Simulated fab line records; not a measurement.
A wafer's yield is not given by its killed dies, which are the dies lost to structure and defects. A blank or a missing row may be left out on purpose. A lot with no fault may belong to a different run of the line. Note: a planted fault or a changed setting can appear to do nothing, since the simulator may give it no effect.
fab line records -- flow ritCmos
record lots=6, wafers=18, lastDay=6
route steps=202 shown GATE@89 REOX@98 NLDD@103 PLDD@114 SPACER@125 SDANNEAL@155 M1@202
lots with no fault: from the same line, run without faults
startH: hours from the record's first day to the start of the lot's first wafer shown -- waitH: hours since the lot's step before -- " as in the row above -- L1.1+2: a single row standing in for several wafers -- - either no value or no given start -- * or withheld: withheld -- < > ~ a bound
route shown NAME@n: a module of which the file shows steps, and the number in the route of the first -- usual: average and standard deviation across the fault-free wafers -- same: alike in all rows -- chamber/n: place in a boat -- sites: per-site readings -- _std_site: how widely they spread, as a standard deviation -- _edge_site: outer sites' mean less inner sites' -- radiusMm: how far each site lies from the wafer's centre -- mask NAME#n: copy n -- behind: tool/chamber where the wafer was last shaped -- hold: why the lot went on hold/how many hours it stayed there/how the hold came to an end -- device: names the non-switching transistor (n, p or np) -- end of line: the same wafers' tests at the end of the route -- a step with no rows: only its recipe -- killed: count of dies lost to structure and defects at first sort (not the wafer's yield) -- map: dies across one wafer; x = killed, . = not, _ = none there
set.NAME: the setting the step ran with; set.NAME@STEP: the setting that earlier step ran with -- model.NAME: the simulator's own value behind a step, which no gauge read
lots seen at some steps along the route; tables by step, rows by wafer
services: when a tool's chamber went out of use (startH, in hours from the record's first day, below 0 if earlier), for how many hours, and the reason
## steps
# step RIT_GATE_EXPOSE_13
# recipe maskId=M6, na=0.6, sourceShape=conventional, sigmaOuter=0.6, targetCdNm=150, doseMj=380
# step RIT_GATE_PEB_14
# recipe resist=NOVOLAK, tempC=withheld, timeS=withheld
# step RIT_GATE_DEVELOP_15
# recipe resist=NOVOLAK, developTimeS=50, devTempC=23
# step RIT_GATE_CD_MEAS_16
# recipe targetCdNm=150
# usual cdNm=149.4/2.5
lot.wafer,tool,chamber,startH,waitH,cdNm
L782.1,cdSem-02,-,68.28,-,152.5
L782.4,cdSem-02,-,68.28,-,151.4
L782.5,cdSem-02,-,68.28,-,151.3
L785.1,cdSem-01,-,77.95,-,154.4
L785.5,cdSem-01,-,77.95,-,153.3
L785.6,cdSem-01,-,77.95,-,151.4
L789.1,cdSem-02,-,98.08,-,155.7
L789.2,cdSem-02,-,98.08,-,154.4
L789.6,cdSem-02,-,98.08,-,152.5
L790.1,cdSem-02,-,105.32,-,146.8
L790.2,cdSem-02,-,105.32,-,147.0
L790.3,cdSem-02,-,105.32,-,144.4
L791.3,cdSem-02,-,108.89,-,150.9
L791.4,cdSem-02,-,108.89,-,150.5
L791.5,cdSem-02,-,108.89,-,151.0
L793.1,cdSem-01,-,119.38,-,147.3
L793.4,cdSem-01,-,119.38,-,146.4
L793.6,cdSem-01,-,119.38,-,149.0
# step RIT_GATE_OVL_MEAS_17
# usual GATE_OVL=0.5/1.2
lot.wafer,tool,chamber,startH,waitH,GATE_OVL[nm]
L782.1,overlay-01,-,68.40,0.1,1.9
L782.4,overlay-01,-,68.40,0.1,1.5
L782.5,overlay-01,-,68.40,0.1,2.6
L785.1,overlay-01,-,78.07,0.1,0.0
L785.5,overlay-01,-,78.07,0.1,-1.4
L785.6,overlay-01,-,78.07,0.1,-0.6
L789.1,overlay-01,-,98.20,0.1,1.5
L789.2,overlay-01,-,98.20,0.1,0.1
L789.6,overlay-01,-,98.20,0.1,1.8
L790.1,overlay-01,-,105.44,0.1,2.6
L790.2,overlay-01,-,105.44,0.1,0.5
L790.3,overlay-01,-,105.44,0.1,0.3
L791.3,overlay-02,-,108.98,0.1,-0.4
L791.4,overlay-02,-,108.98,0.1,0.9
L791.5,overlay-02,-,108.98,0.1,0.3
L793.1,overlay-02,-,119.50,0.1,-0.5
L793.4,overlay-02,-,119.50,0.1,0.3
L793.6,overlay-02,-,119.50,0.1,2.0
# step RIT_GATE_HARDBAKE_18
# recipe resist=NOVOLAK, tempC=140, timeS=60
# step RIT_GATE_ETCH_19
# recipe chemistry=SF6/CHF3/O2, timeS=165, SF6_flow_sccm=30, CHF3_flow_sccm=30, O2_flow_sccm=5, target=poly-Si, pressureMtorr=40, rfW=160, targetDepthA=3125, overEtchFrac=0.25, stopOn=SiO2
# usual drypumpMotorCurrentA=5.9/0.41, oesProductAu=0.849/0.012, throttleValvePct=10.29/0.14
lot.wafer,tool,chamber,startH,waitH,drypumpMotorCurrentA,oesProductAu,rfHoursCounterH,throttleValvePct
L782.1,rieSi-01,3,68.58,0.1,5.5,0.823,108,10.33
L782.4,rieSi-01,1,68.58,0.1,5.8,0.857,131,10.24
L782.5,rieSi-01,1,68.58,0.1,5.8,0.859,-,10.23
L785.1,rieSi-01,3,78.25,0.1,5.5,0.830,109,10.32
L785.5,rieSi-01,1,78.25,0.1,5.8,0.865,-,10.23
L785.6,rieSi-01,2,78.25,0.1,5.9,0.848,-,10.04
L789.1,rieSi-01,3,98.48,0.1,5.5,0.818,109,10.33
L789.2,rieSi-01,1,98.48,0.1,5.8,0.861,131,10.24
L789.6,rieSi-01,1,98.48,0.1,5.8,0.855,-,10.25
L790.1,rieSi-02,0,105.62,0.1,6.5,0.859,8,10.19
L790.2,rieSi-02,3,105.62,0.1,5.6,0.852,28,10.34
L790.3,rieSi-02,1,105.62,0.1,5.5,0.856,122,10.33
L791.3,rieSi-01,3,109.16,0.1,5.5,0.830,109,10.34
L791.4,rieSi-01,0,109.16,0.1,5.6,0.847,53,10.15
L791.5,rieSi-01,0,109.16,0.1,5.6,0.841,-,10.15
L793.1,rieSi-01,0,119.68,0.1,5.7,0.842,53,10.16
L793.4,rieSi-01,2,119.68,0.1,5.9,0.847,1,10.05
L793.6,rieSi-01,3,119.68,0.1,5.5,0.820,-,10.31
# step RIT_GATE_STRIP_20
# recipe chemistry=O2, timeS=180, resist=NOVOLAK, platenTempC=withheld, powerW=500, pressureMtorr=4000, o2FlowSccm=4000
# usual drypumpMotorCurrentA=5.8/0.49
lot.wafer,tool,chamber,startH,waitH,drypumpMotorCurrentA,rfHoursCounterH
L782.1,plasmaAsher-01,1,68.69,0.1,4.9,28
L782.4,plasmaAsher-01,0,68.69,0.1,5.5,-
L782.5,plasmaAsher-01,0,68.69,0.1,5.5,-
L785.1,plasmaAsher-01,0,78.36,0.1,5.5,29
L785.5,plasmaAsher-01,0,78.36,0.1,5.5,-
L785.6,plasmaAsher-01,1,78.36,0.1,5.0,-
L789.1,plasmaAsher-04,0,98.59,0.1,6.2,45
L789.2,plasmaAsher-04,1,98.59,0.1,6.3,45
L789.6,plasmaAsher-04,0,98.59,0.1,6.2,-
L790.1,plasmaAsher-03,1,105.73,0.1,6.0,46
L790.2,plasmaAsher-03,0,105.73,0.1,6.0,46
L790.3,plasmaAsher-03,0,105.73,0.1,6.0,-
L791.3,plasmaAsher-04,1,109.33,0.1,6.3,-
L791.4,plasmaAsher-04,0,109.33,0.1,6.1,-
L791.5,plasmaAsher-04,1,109.33,0.1,6.3,-
L793.1,plasmaAsher-03,0,119.79,0.1,6.0,0
L793.4,plasmaAsher-03,1,119.79,0.1,5.9,-
L793.6,plasmaAsher-03,0,119.79,0.1,6.0,-
# step RIT_GATE_CD_MEAS_90
# recipe targetCdNm=150
# usual cdNm=149.5/2.6
lot.wafer,tool,chamber,startH,waitH,cdNm
L782.1,cdSem-02,-,68.86,0.1,152.3
L782.4,cdSem-02,-,68.86,0.1,150.9
L782.5,cdSem-02,-,68.86,0.1,150.8
L785.1,cdSem-02,-,78.54,0.1,154.9
L785.5,cdSem-02,-,78.54,0.1,153.2
L785.6,cdSem-02,-,78.54,0.1,151.4
L789.1,cdSem-01,-,98.77,0.1,155.5
L789.2,cdSem-01,-,98.77,0.1,154.1
L789.6,cdSem-01,-,98.77,0.1,152.7
L790.1,cdSem-02,-,105.91,0.1,146.9
L790.2,cdSem-02,-,105.91,0.1,146.4
L790.3,cdSem-02,-,105.91,0.1,144.4
L791.3,cdSem-02,-,109.48,0.1,151.1
L791.4,cdSem-02,-,109.48,0.1,151.0
L791.5,cdSem-02,-,109.48,0.1,151.8
L793.1,cdSem-02,-,119.97,0.1,147.3
L793.4,cdSem-02,-,119.97,0.1,146.9
L793.6,cdSem-02,-,119.97,0.1,148.9
# step RIT_REOX_CLEAN_00
# recipe chemistry=SC1, mix=3:3:50, timeS=600, tempC=75
# step RIT_REOX_CLEAN_01
# recipe chemistry=dHF, dilution=50:1, timeS=30
# step RIT_REOX_CLEAN_02
# recipe chemistry=SC2, mix=3:3:50, timeS=600, tempC=75, dry=n2Spin
# step RIT_REOX_OXIDATION_03
# recipe tempC=900, ambient=O2, targetThkA=252, oxTimeS=5580
lot.wafer,tool,chamber,startH,waitH,model.SiO2_of_REOX_OXIDATION_03.thkNm,model.poly-Si_of_GATE_CVD_08.thkNm
L782.1,furnace-03,0,69.84,0.5,24.95,231.5
L782.4,furnace-03,0,69.84,0.5,25.18,232.6
L782.5,furnace-03,0,69.84,0.5,25.12,232.1
L785.1,furnace-03,0,79.21,0.0,25.57,234.3
L785.5,furnace-03,0,79.21,0.0,25.21,235.6
L785.6,furnace-03,0,79.21,0.0,25.36,233.1
L789.1,furnace-04,0,100.27,1.0,25.32,229.6
L789.2,furnace-04,0,100.27,1.0,25.52,231.2
L789.6,furnace-04,0,100.27,1.0,25.58,230.3
L790.1,furnace-04,0,107.47,1.1,25.84,236.1
L790.2,furnace-04,0,107.47,1.1,25.46,236
L790.3,furnace-04,0,107.47,1.1,25.44,237.9
L791.3,furnace-03,0,110.16,0.2,32.71,232
L791.4,furnace-03,0,110.16,0.2,33.04,229.7
L791.5,furnace-03,0,110.16,0.2,33.01,229.3
L793.1,furnace-03,0,121.18,0.7,31.4,230.5
L793.4,furnace-03,0,121.18,0.7,31.65,228.6
L793.6,furnace-03,0,121.18,0.7,31.24,227.3
# step RIT_REOX_THK_MEAS_04
# recipe reads=SiO2_of_REOX_OXIDATION_03
# usual REOX_OXIDE_THK=25.3/0.4
lot.wafer,tool,chamber,startH,waitH,REOX_OXIDE_THK[nm]
L782.1,filmMetro-02,-,72.39,0.0,24.9
L782.4,filmMetro-02,-,72.39,0.0,25.1
L782.5,filmMetro-02,-,72.39,0.0,25.1
L785.1,filmMetro-03,-,81.76,0.0,25.5
L785.5,filmMetro-03,-,81.76,0.0,25.2
L785.6,filmMetro-03,-,81.76,0.0,25.4
L789.1,filmMetro-02,-,102.82,0.0,25.3
L789.2,filmMetro-02,-,102.82,0.0,25.6
L789.6,filmMetro-02,-,102.82,0.0,25.6
L790.1,filmMetro-04,-,110.02,0.0,25.9
L790.2,filmMetro-04,-,110.02,0.0,25.5
L790.3,filmMetro-04,-,110.02,0.0,25.4
L791.3,filmMetro-03,-,112.73,0.0,32.8
L791.4,filmMetro-03,-,112.73,0.0,33.0
L791.5,filmMetro-03,-,112.73,0.0,33.0
L793.1,filmMetro-02,-,123.73,0.0,31.4
L793.4,filmMetro-02,-,123.73,0.0,31.6
L793.6,filmMetro-02,-,123.73,0.0,31.2
# step RIT_NLDD_HMDS_00
# recipe primeTimeS=60, primeTempC=140
# step RIT_NLDD_COAT_01
# recipe resist=NOVOLAK, spinRpm=3250, resistThkNm=1000
# step RIT_NLDD_SOFTBAKE_02
# recipe resist=NOVOLAK, tempC=90, timeS=60
# step RIT_NLDD_EXPOSE_03
# recipe maskId=M7, na=0.57, targetCdNm=40700, doseMj=250
# step RIT_NLDD_PEB_04
# recipe resist=NOVOLAK, tempC=withheld, timeS=withheld
# step RIT_NLDD_DEVELOP_05
# recipe resist=NOVOLAK, developTimeS=50, devTempC=23
# step RIT_NLDD_OVL_MEAS_06
# usual NLDD_OVL=0.5/1.2
lot.wafer,tool,chamber,startH,waitH,NLDD_OVL[nm]
L782.1,overlay-01,-,73.42,-,1.4
L782.4,overlay-01,-,73.42,-,2.8
L782.5,overlay-01,-,73.42,-,0.0
L785.1,overlay-02,-,82.85,-,1.6
L785.5,overlay-02,-,82.85,-,0.7
L785.6,overlay-02,-,82.85,-,0.6
L789.1,overlay-02,-,103.74,-,0.7
L789.2,overlay-02,-,103.74,-,0.5
L789.6,overlay-02,-,103.74,-,-1.7
L790.1,overlay-01,-,110.95,-,0.2
L790.2,overlay-01,-,110.95,-,0.0
L790.3,overlay-01,-,110.95,-,-0.2
L791.3,overlay-01,-,113.63,-,0.7
L791.4,overlay-01,-,113.63,-,1.5
L791.5,overlay-01,-,113.63,-,-1.3
L793.1,overlay-01,-,124.77,-,1.0
L793.4,overlay-01,-,124.77,-,-0.6
L793.6,overlay-01,-,124.77,-,1.5
# step RIT_NLDD_HARDBAKE_07
# recipe resist=NOVOLAK, tempC=140, timeS=60
# step RIT_NLDD_IMPLANT_08
# recipe species=P, energyKev=20, doseCm2=5e+14, tiltDeg=7
# step RIT_NLDD_STRIP_09
# recipe chemistry=O2, timeS=180, resist=NOVOLAK, platenTempC=withheld, powerW=500, pressureMtorr=4000, o2FlowSccm=4000
# usual drypumpMotorCurrentA=5.87/0.26
lot.wafer,tool,chamber,startH,waitH,drypumpMotorCurrentA,rfHoursCounterH
L782.1,plasmaAsher-02,1,73.80,0.1,5.66,44
L782.4,plasmaAsher-02,1,73.80,0.1,5.62,-
L782.5,plasmaAsher-02,1,73.80,0.1,5.63,-
L785.1,plasmaAsher-03,0,83.19,0.1,6.03,44
L785.5,plasmaAsher-03,0,83.19,0.1,6.02,-
L785.6,plasmaAsher-03,1,83.19,0.1,5.93,-
L789.1,plasmaAsher-04,1,104.07,0.1,6.31,46
L789.2,plasmaAsher-04,0,104.07,0.1,6.15,46
L789.6,plasmaAsher-04,1,104.07,0.1,6.29,-
L790.1,plasmaAsher-02,1,111.28,0.1,5.63,49
L790.2,plasmaAsher-02,0,111.28,0.1,5.51,49
L790.3,plasmaAsher-02,1,111.28,0.1,5.65,-
L791.3,plasmaAsher-02,1,114.01,0.1,5.62,-
L791.4,plasmaAsher-02,0,114.01,0.1,5.50,-
L791.5,plasmaAsher-02,1,114.01,0.1,5.62,-
L793.1,plasmaAsher-03,1,125.11,0.1,5.91,1
L793.4,plasmaAsher-03,1,125.11,0.1,5.92,-
L793.6,plasmaAsher-03,1,125.11,0.1,5.89,-
# step RIT_NLDD_TW_MEAS_10
# usual NLDD_TW=2482/22
lot.wafer,tool,chamber,startH,waitH,NLDD_TW
L782.1,filmMetro-03,-,73.97,0.1,2513
L782.4,filmMetro-03,-,73.97,0.1,2508
L782.5,filmMetro-03,-,73.97,0.1,2522
L785.1,filmMetro-04,-,83.36,0.1,2468
L785.5,filmMetro-04,-,83.36,0.1,2482
L785.6,filmMetro-04,-,83.36,0.1,2473
L789.1,filmMetro-04,-,104.25,0.1,2448
L789.2,filmMetro-04,-,104.25,0.1,2447
L789.6,filmMetro-04,-,104.25,0.1,2448
L790.1,filmMetro-01,-,111.46,0.1,2479
L790.2,filmMetro-01,-,111.46,0.1,2482
L790.3,filmMetro-01,-,111.46,0.1,2471
L791.3,filmMetro-04,-,114.15,0.1,2461
L791.4,filmMetro-04,-,114.15,0.1,2464
L791.5,filmMetro-04,-,114.15,0.1,2468
L793.1,filmMetro-03,-,125.28,0.1,2528
L793.4,filmMetro-03,-,125.28,0.1,2520
L793.6,filmMetro-03,-,125.28,0.1,2507
# step RIT_PLDD_HMDS_00
# recipe primeTimeS=60, primeTempC=140
# step RIT_PLDD_COAT_01
# recipe resist=NOVOLAK, spinRpm=3250, resistThkNm=1000
# step RIT_PLDD_SOFTBAKE_02
# recipe resist=NOVOLAK, tempC=90, timeS=60
# step RIT_PLDD_EXPOSE_03
# recipe maskId=M8, na=0.57, targetCdNm=40900, doseMj=250
# step RIT_PLDD_PEB_04
# recipe resist=NOVOLAK, tempC=withheld, timeS=withheld
# step RIT_PLDD_DEVELOP_05
# recipe resist=NOVOLAK, developTimeS=50, devTempC=23
# step RIT_PLDD_OVL_MEAS_06
# usual PLDD_OVL=0.6/1.4
lot.wafer,tool,chamber,startH,waitH,PLDD_OVL[nm]
L782.1,overlay-02,-,75.07,-,-0.2
L782.4,overlay-02,-,75.07,-,2.5
L782.5,overlay-02,-,75.07,-,-0.6
L785.1,overlay-01,-,84.59,-,3.0
L785.5,overlay-01,-,84.59,-,2.3
L785.6,overlay-01,-,84.59,-,1.5
L789.1,overlay-02,-,105.28,-,1.7
L789.2,overlay-02,-,105.28,-,-1.0
L789.6,overlay-02,-,105.28,-,-0.4
L790.1,overlay-02,-,112.37,-,-1.6
L790.2,overlay-02,-,112.37,-,0.1
L790.3,overlay-02,-,112.37,-,-0.7
L791.3,overlay-01,-,115.17,-,1.9
L791.4,overlay-01,-,115.17,-,0.5
L791.5,overlay-01,-,115.17,-,1.2
L793.1,overlay-02,-,126.21,-,0.1
L793.4,overlay-02,-,126.21,-,3.1
L793.6,overlay-02,-,126.21,-,-1.2
# step RIT_PLDD_HARDBAKE_07
# recipe resist=NOVOLAK, tempC=140, timeS=60
# step RIT_PLDD_IMPLANT_08
# recipe species=BF2, energyKev=20, doseCm2=9e+14, tiltDeg=7
# step RIT_PLDD_STRIP_09
# recipe chemistry=O2, timeS=180, resist=NOVOLAK, platenTempC=withheld, powerW=500, pressureMtorr=4000, o2FlowSccm=4000
# usual drypumpMotorCurrentA=5.7/0.46
lot.wafer,tool,chamber,startH,waitH,drypumpMotorCurrentA,rfHoursCounterH
L782.1,plasmaAsher-01,0,75.41,0.1,5.6,29
L782.4,plasmaAsher-01,1,75.41,0.1,5.0,-
L782.5,plasmaAsher-01,0,75.41,0.1,5.6,-
L785.1,plasmaAsher-04,1,84.93,0.1,6.3,43
L785.5,plasmaAsher-04,1,84.93,0.1,6.3,-
L785.6,plasmaAsher-04,0,84.93,0.1,6.1,-
L789.1,plasmaAsher-04,1,105.62,0.1,6.3,46
L789.2,plasmaAsher-04,0,105.62,0.1,6.2,46
L789.6,plasmaAsher-04,0,105.62,0.1,6.2,-
L790.1,plasmaAsher-02,1,112.70,0.1,5.6,49
L790.2,plasmaAsher-02,0,112.70,0.1,5.5,49
L790.3,plasmaAsher-02,0,112.70,0.1,5.5,-
L791.3,plasmaAsher-01,0,115.56,0.1,5.5,-
L791.4,plasmaAsher-01,1,115.56,0.1,5.0,-
L791.5,plasmaAsher-01,0,115.56,0.1,5.5,-
L793.1,plasmaAsher-01,0,126.54,0.1,5.6,34
L793.4,plasmaAsher-01,0,126.54,0.1,5.5,-
L793.6,plasmaAsher-01,1,126.54,0.1,5.0,-
# step RIT_PLDD_TW_MEAS_10
# usual PLDD_TW=2349/23
lot.wafer,tool,chamber,startH,waitH,PLDD_TW
L782.1,filmMetro-03,-,75.58,0.1,2364
L782.4,filmMetro-03,-,75.58,0.1,2353
L782.5,filmMetro-03,-,75.58,0.1,2375
L785.1,filmMetro-04,-,85.10,0.1,2333
L785.5,filmMetro-04,-,85.10,0.1,2327
L785.6,filmMetro-04,-,85.10,0.1,2326
L789.1,filmMetro-03,-,105.79,0.1,2357
L789.2,filmMetro-03,-,105.79,0.1,2354
L789.6,filmMetro-03,-,105.79,0.1,2362
L790.1,filmMetro-04,-,112.88,0.1,2322
L790.2,filmMetro-04,-,112.88,0.1,2320
L790.3,filmMetro-04,-,112.88,0.1,2300
L791.3,filmMetro-04,-,115.69,0.1,2314
L791.4,filmMetro-04,-,115.69,0.1,2305
L791.5,filmMetro-04,-,115.69,0.1,2308
L793.1,filmMetro-04,-,126.72,0.1,2333
L793.4,filmMetro-04,-,126.72,0.1,2333
L793.6,filmMetro-04,-,126.72,0.1,2332
# step RIT_SPACER_CLEAN_00
# recipe chemistry=SC1, mix=3:3:50, timeS=600, tempC=75
lot.wafer,tool,chamber,startH,waitH,model.SiO2_of_REOX_OXIDATION_03.thkNm
L782.1,wetBench-03,1,75.64,0.1,22.99
L782.4,wetBench-03,1,75.64,0.1,23.21
L782.5,wetBench-03,1,75.64,0.1,23.15
L785.1,wetBench-02,1,85.16,0.1,23.63
L785.5,wetBench-02,1,85.16,0.1,23.32
L785.6,wetBench-02,1,85.16,0.1,23.44
L789.1,wetBench-01,3,105.85,0.1,23.36
L789.2,wetBench-01,3,105.85,0.1,23.53
L789.6,wetBench-01,3,105.85,0.1,23.57
L790.1,wetBench-01,0,112.94,0.1,23.83
L790.2,wetBench-01,0,112.94,0.1,23.46
L790.3,wetBench-01,0,112.94,0.1,23.45
L791.3,wetBench-02,3,115.73,0.0,30.21
L791.4,wetBench-02,3,115.73,0.0,30.53
L791.5,wetBench-02,3,115.73,0.0,30.48
L793.1,wetBench-02,2,126.78,0.1,28.99
L793.4,wetBench-02,2,126.78,0.1,29.22
L793.6,wetBench-02,2,126.78,0.1,28.84
# step RIT_SPACER_CLEAN_01
# recipe chemistry=dHF, dilution=50:1, timeS=30
# step RIT_SPACER_CLEAN_02
# recipe chemistry=SC2, mix=3:3:50, timeS=600, tempC=75, dry=n2Spin
# step RIT_SPACER_CVD_03
# recipe material=Si3N4, targetThkNm=250, tempC=810, precursor=SiH2Cl2/NH3, timeS=3300, pressureMtorr=300, sih2cl2FlowSccm=60, nh3FlowSccm=150
# step RIT_SPACER_THK_MEAS_04
# recipe reads=Si3N4_of_SPACER_CVD_03
# usual SPACER_NITRIDE_THK=249.4/2.3
lot.wafer,tool,chamber,startH,waitH,SPACER_NITRIDE_THK[nm]
L782.1,filmMetro-03,-,78.83,0.0,250.8
L782.4,filmMetro-03,-,78.83,0.0,249.8
L782.5,filmMetro-03,-,78.83,0.0,247.9
L785.1,filmMetro-02,-,88.73,0.0,247.2
L785.5,filmMetro-02,-,88.73,0.0,249.5
L785.6,filmMetro-02,-,88.73,0.0,251.1
L789.1,filmMetro-01,-,108.14,0.0,251.8
L789.2,filmMetro-01,-,108.14,0.0,253.8
L789.6,filmMetro-01,-,108.14,0.0,250.9
L790.1,filmMetro-02,-,116.12,0.0,251.7
L790.2,filmMetro-02,-,116.12,0.0,249.2
L790.3,filmMetro-02,-,116.12,0.0,249.9
L791.3,filmMetro-03,-,118.05,0.0,250.3
L791.4,filmMetro-03,-,118.05,0.0,249.2
L791.5,filmMetro-03,-,118.05,0.0,249.7
L793.1,filmMetro-01,-,129.06,0.0,251.4
L793.4,filmMetro-01,-,129.06,0.0,250.7
L793.6,filmMetro-01,-,129.06,0.0,253.1
# step RIT_SPACER_ETCHBACK_05
# recipe targetDepthA=2500, SF6_flow_sccm=30, CHF3_flow_sccm=30, target=Si3N4, chemistry=SF6/CHF3, pressureMtorr=40, rfW=250, timeS=240, stopOn=SiO2
# usual drypumpMotorCurrentA=5.9/0.49, oesProductAu=0.841/0.013, throttleValvePct=10.32/0.11
lot.wafer,tool,chamber,startH,waitH,drypumpMotorCurrentA,oesProductAu,rfHoursCounterH,throttleValvePct
L782.1,rieDiel-04,0,78.89,0.1,6.1,0.847,99,10.29
L782.4,rieDiel-04,2,78.89,0.1,6.2,0.848,9,10.21
L782.5,rieDiel-04,3,78.89,0.1,6.2,0.858,-,10.43
L785.1,rieDiel-02,0,88.79,0.1,5.3,0.828,37,10.34
L785.5,rieDiel-02,3,88.79,0.1,5.8,0.857,-,10.37
L785.6,rieDiel-02,0,88.79,0.1,5.3,0.832,-,10.32
L789.1,rieDiel-02,1,108.20,0.1,5.8,0.826,8,10.10
L789.2,rieDiel-02,0,108.20,0.1,5.3,0.846,37,10.34
L789.6,rieDiel-02,3,108.20,0.1,5.8,0.858,-,10.39
L790.1,rieDiel-03,0,116.18,0.1,5.8,0.839,61,10.44
L790.2,rieDiel-03,2,116.18,0.1,6.6,0.839,66,10.33
L790.3,rieDiel-03,3,116.18,0.1,4.8,0.847,141,10.22
L791.3,rieDiel-02,3,118.09,0.0,5.8,0.848,76,10.37
L791.4,rieDiel-02,1,118.09,0.0,5.8,0.812,9,10.11
L791.5,rieDiel-02,3,118.09,0.0,5.8,0.863,-,10.37
L793.1,rieDiel-04,2,129.12,0.1,6.2,0.843,10,10.20
L793.4,rieDiel-04,3,129.12,0.1,6.2,0.859,3,10.43
L793.6,rieDiel-04,0,129.12,0.1,6.0,0.847,-,10.32
# step RIT_SDANNEAL_CLEAN_02
# recipe chemistry=SC2, mix=3:3:50, timeS=600, tempC=75, dry=n2Spin
lot.wafer,tool,chamber,startH,waitH,model.poly-Si_of_GATE_CVD_08.thkNm
L782.1,wetBench-01,2,82.38,0.0,161
L782.4+5,wetBench-01,2,82.38,0.0,162.2
L785.1+5,wetBench-01,2,92.31,0.0,164.7
L785.6,wetBench-01,2,92.31,0.0,163
L789.1,wetBench-04,2,111.68,0.0,160
L789.2,wetBench-04,2,111.68,0.0,161.7
L789.6,wetBench-04,2,111.68,0.0,159.8
L790.1,wetBench-02,3,119.61,0.0,167.8
L790.2,wetBench-02,3,119.61,0.0,165
L790.3,wetBench-02,3,119.61,0.0,165.3
L791.3,wetBench-02,3,121.40,0.0,161.7
L791.4,wetBench-02,3,121.40,0.0,160.4
L791.5,wetBench-02,3,121.40,0.0,158.9
L793.1,wetBench-04,1,132.51,0.0,160.4
L793.4,wetBench-04,1,132.51,0.0,158.4
L793.6,wetBench-04,1,132.51,0.0,157.1
# step RIT_M1_PROBE_99
# usual killedAtFrontEnd=7/3, killedDies=7/3, killedOpen=3.4/1.8, killedShort=3.8/2.1
# same grossDies=264, killed_at_M0_to_M3=0, killed_at_M4_up=0, killedAtBackSide=0, killedAtContacts=0, killedAtOther=0
lot.wafer,tool,chamber,startH,waitH,killedAtFrontEnd,killedDies,killedOpen,killedShort
L789.1,prober-02,-,119.19,0.1,8,8,4,4
L789.2,prober-02,-,119.24,0.1,11,11,3,8
L789.6,prober-02,-,119.44,0.2,9,9,6,3
L793.1,prober-02,-,140.10,0.1,5,5,2,3
L793.4,prober-02,-,140.25,0.2,8,8,3,5
L793.6,prober-02,-,140.35,0.2,5,5,1,4
# killed by level:class
L789.1 GATE:geometricParticle:short=2 SPACER:geometricParticle:short=2 FOX1:geometricParticle:open=1 GATE:geometricParticle:open=1 SPACER:geometricParticle:open=1 SILICIDE:geometricParticle:open=1
L789.2 FOX1:geometricParticle:short=2 GATE:geometricParticle:short=2 SPACER:geometricParticle:short=2 FOX1:geometricParticle:open=1 FOX2:geometricParticle:open=1 REOX:geometricParticle:short=1 SPACER:geometricParticle:open=1 SILICIDE:geometricParticle:short=1
L789.6 GATE:geometricParticle:open=2 SPACER:geometricParticle:open=2 FOX1:geometricParticle:open=1 GATE:geometricParticle:short=1 REOX:geometricParticle:open=1 REOX:geometricParticle:short=1 SPACER:geometricParticle:short=1
L793.1 FOX1:geometricParticle:open=1 FOX1:geometricParticle:short=1 FOX2:geometricParticle:short=1 GATE:geometricParticle:open=1 REOX:geometricParticle:short=1
L793.4 FOX2:geometricParticle:short=2 GATE:geometricParticle:open=2 FOX1:geometricParticle:open=1 FOX1:geometricParticle:short=1 GATE:geometricParticle:short=1 REOX:geometricParticle:short=1
L793.6 GATE:geometricParticle:short=3 REOX:geometricParticle:open=1 REOX:geometricParticle:short=1
## services
tool,chamber,startH,hours,kind
plasmaAsher-03,-,76.25,2.9,repair
plasmaAsher-04,-,78.88,2.8,pm
rieDiel-03,0,86.65,18.1,repair
plasmaAsher-03,-,108.75,9.0,pm
plasmaAsher-03,0,108.75,9.0,ventCycle
plasmaAsher-03,1,108.75,9.0,ventCycle
plasmaAsher-03,-,116.03,0.7,repair
plasmaAsher-03,0,117.75,-,clean
plasmaAsher-03,1,117.75,-,clean
rieSi-01,2,125.48,40.6,repair
## key
firstSign step=RIT_REOX_THK_MEAS_04, reading=REOX_OXIDE_THK, direction=up, sigmas=17, usual=25.3, struck=32.2
effect none on later readings
modelEffect step=RIT_REOX_OXIDATION_03, value=SiO2_of_REOX_OXIDATION_03.thkNm, without=25.07, struck=32.17
modelEffect step=RIT_SPACER_CLEAN_00, value=SiO2_of_REOX_OXIDATION_03.thkNm, without=23.15, struck=29.71
modelEffect step=RIT_SDANNEAL_CLEAN_02, value=poly-Si_of_GATE_CVD_08.thkNm, without=163, struck=159.5
metAt RIT_REOX_OXIDATION_03
struckWafers L791.3,L791.4,L791.5,L793.1,L793.4,L793.6
testerLeftOut L791,L793
onsetBetween 79.21 110.16
alsoFits time
fault kind=processParameterDrift, tool=furnace-03, chamber=-, onsetH=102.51, steps=RIT_REOX_OXIDATION_03, channel=oxTimeS, offset=*, shape=step, endH=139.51, actsIn=*, stated=*
# testerLeftOut: of these lots the tester's yield and bins aren't shown, on N5 and GAA mostly nor the transistor test; their killed dies are dies lost to structure and defects alone, not to doping, threshold or leakage, so they don't give the yield
